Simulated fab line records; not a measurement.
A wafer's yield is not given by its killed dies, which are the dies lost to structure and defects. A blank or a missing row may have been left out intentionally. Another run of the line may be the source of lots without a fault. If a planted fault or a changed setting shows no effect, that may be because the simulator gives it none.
One fault through the eyes of 2 desks -- flow rit-cmos -- numbers are kept per desk, each desk with only its own; the story behind them comes last

== FOR THE TOOL OWNER'S DESK: iline-stepper-01 ==
The tool's own readings at RIT_CONTACT_EXPOSE_05 (exposes mask M11, target cd 1000 nm): means of the sampled wafers that have a number, for each lot that ran on this tool. If a lot's mean is further than 4 standard deviations from the usual mean, the lot is out of limits and carries the mark OUT (the distance appears in the brackets).
Columns: A = exposure-dose-mJ-cm2 at RIT_CONTACT_EXPOSE_05, usual 249.97
lot,first seen here,A
L667,day 3 02:57,250.18
L668,day 3 07:26,250.26
L669,day 3 14:14,249.80
L671,day 4 01:30,249.70
L674,day 4 14:23,250.11
L675,day 5 05:02,250.38
L676,day 5 07:28,264.67 (+54) OUT
L679,day 6 00:44,261.67 (+43) OUT
L680,day 6 05:59,259.22 (+34) OUT
L681,day 6 07:14,257.45 (+28) OUT
This desk's verdict: out of limits on L676, L679, L680, L681, starting with L676 at day 5 07:28 (exposure-dose-mJ-cm2 at RIT_CONTACT_EXPOSE_05). L667, L668, L669, L671, L674, L675: within limits.

== THE METROLOGY DESK ==
Lot by lot, what the gauges showed, no matter which tool ran the lot: averages of those sampled wafers that carry a number. If a lot's mean is further than 4 standard deviations from the usual mean, the lot is out of limits and carries the mark OUT (the distance appears in the brackets).
Columns: A = INCOMING_BOW at RIT_ACTIVE_BOW_MEAS_00, usual 0 um; B = NLDD_TW at RIT_NLDD_TW_MEAS_10, usual 2466; C = cd-nm at RIT_CONTACT_CD_MEAS_08, usual 999.5 nm
lot,first seen here,A,B,C
L667,day 1 10:00,-4,2455,998.6
L668,day 1 15:00,5,2453,998.2
L669,day 1 20:02,3,2496,1002.4
L671,day 2 06:00,-2,2425,998.2
L672,day 2 11:02,1,2503,999.3
L674,day 2 21:00,-4,2440,1000.6
L675,day 3 02:01,-3,2435,998.8
L676,day 3 07:00,-0,2530,1016.4 (+8.4) OUT
L677,day 3 12:04,-1,2468,1002.1
L679,day 3 22:00,6,2467,1008.3 (+4.4) OUT
L680,day 4 03:01,4,2497,1008.8 (+4.6) OUT
L681,day 4 08:00,-3,2465,1008.6 (+4.5) OUT
L684,day 4 23:01,0,2477,999.0
L685,day 5 04:01,0,2415,998.7
L686,day 5 09:00,-0,2509,999.2
L690,day 6 05:01,1,2427,1000.9
This desk's verdict: out of limits on L676, L679, L680, L681, starting with L676 at day 5 07:59 (cd-nm at RIT_CONTACT_CD_MEAS_08). L667, L668, L669, L671, L672, L674, L675, L677, L684, L685, L686, L690: within limits.

== TAKEN TOGETHER ==
An alarm could have come from the tool owner's desk at day 5 07:28, on L676, L679, L680, L681.
On L676, L679, L680, L681, the metrology desk was in a position to raise an alarm at day 5 07:59.
On iline-stepper-01, each named lot ran RIT_CONTACT_EXPOSE_05.

== WHAT THE SIMULATOR PUT IN ==
Process parameter drift: iline-stepper-01, from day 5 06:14 on, at RIT_CONTACT_EXPOSE_05. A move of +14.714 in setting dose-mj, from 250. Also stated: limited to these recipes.
Shown lots that were struck: L676, L679, L680, L681.
Delay (hours) between the fault's onset and each desk's first out-of-limits reading: 1 at the tool owner's desk, 2 at the metrology desk.
